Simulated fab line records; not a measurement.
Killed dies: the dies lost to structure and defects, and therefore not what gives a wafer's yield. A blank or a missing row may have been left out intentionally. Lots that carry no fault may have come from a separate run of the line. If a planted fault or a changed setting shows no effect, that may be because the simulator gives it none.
One fault through the eyes of 2 desks -- flow ritCmos -- each desk holds nothing but its own numbers, with what lay behind them at the end

## AT THE TOOL OWNER'S DESK: pecvd-04
The tool's own readings at RIT_CONTACT_CVD_00 (deposits SiO2 from TEOS, target thk 400 nm, time 61 s): means of the sampled wafers that have a number, for each lot that ran on this tool. Any lot whose mean is over 4 standard deviations away from the usual mean is out of limits and marked OUT; that distance is given in the brackets.
Columns: A = heaterPowerW at RIT_CONTACT_CVD_00, usual 316 W
lot,first seen here,A
L455,day 3 12:41,258
L461,day 4 16:31,289
L464,day 5 09:23,238
This desk's finding: nothing out of limits on any of the 3 lots.

## AT THE METROLOGY DESK
Lot by lot, what the gauges showed, no matter which tool ran the lot: averages of those sampled wafers that carry a number. Any lot whose mean is over 4 standard deviations away from the usual mean is out of limits and marked OUT; that distance is given in the brackets.
Columns: A = cdNm at RIT_GATE_CD_MEAS_16, usual 149 nm; B = PSD_OVL at RIT_PSD_OVL_MEAS_06, usual -0.1 nm; C = CONTACT_TEOS_THK at RIT_CONTACT_THK_MEAS_01, usual 400 nm; D = cdNm at RIT_M1_CD_MEAS_90, usual 2600.2 nm
lot,first seen here,A,B,C,D
L454,day 2 14:11,148,0.1,402,2603.6
L455,day 2 22:59,152,-1.8,401,2603.4
L456,day 3 00:51,147,0.3,394,2601.1
L457,day 3 04:52,150,0.7,401,2604.9
L461,day 4 00:37,154,0.8,149 (-46) OUT,2600.6
L464,day 4 18:42,152,-2.2,151 (-45) OUT,2598.3
L467,day 5 10:49,152,0.5,398,2598.3
L468,day 5 11:26,149,-0.1,397,2601.9
L470,day 6 01:25,143,0.4,397,2602.1
L471,day 6 07:34,147,-1.6,399,2601.0
L473,day 6 12:29,151,0.9,403,2601.4
L474,day 6 21:59,149,-1.0,408,2593.8
L476,day 7 08:01,148,1.0,401,2602.4
L477,day 7 12:08,150,-1.2,401,2601.0
This desk's finding: out of limits on L461, L464; first on L461, day 4 16:34 (CONTACT_TEOS_THK at RIT_CONTACT_THK_MEAS_01). L454, L455, L456, L457, L467, L468, L470, L471, L473, L474, L476, L477: within limits.

## PUT TOGETHER
On L461, L464, the metrology desk was in a position to raise an alarm at day 4 16:34.
Nothing out of limits was seen by the tool owner's desk.
On record at the tool owner's desk: L461, L464, within its limits.
The lots listed all ran RIT_CONTACT_CVD_00 on pecvd-04.

## WHAT THE SIMULATOR HAD PUT IN
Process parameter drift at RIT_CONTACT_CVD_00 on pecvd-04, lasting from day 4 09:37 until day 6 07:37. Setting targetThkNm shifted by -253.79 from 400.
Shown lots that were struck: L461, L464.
Time in hours between the start of the fault and the first out-of-limits reading at each desk: metrology desk, 7.
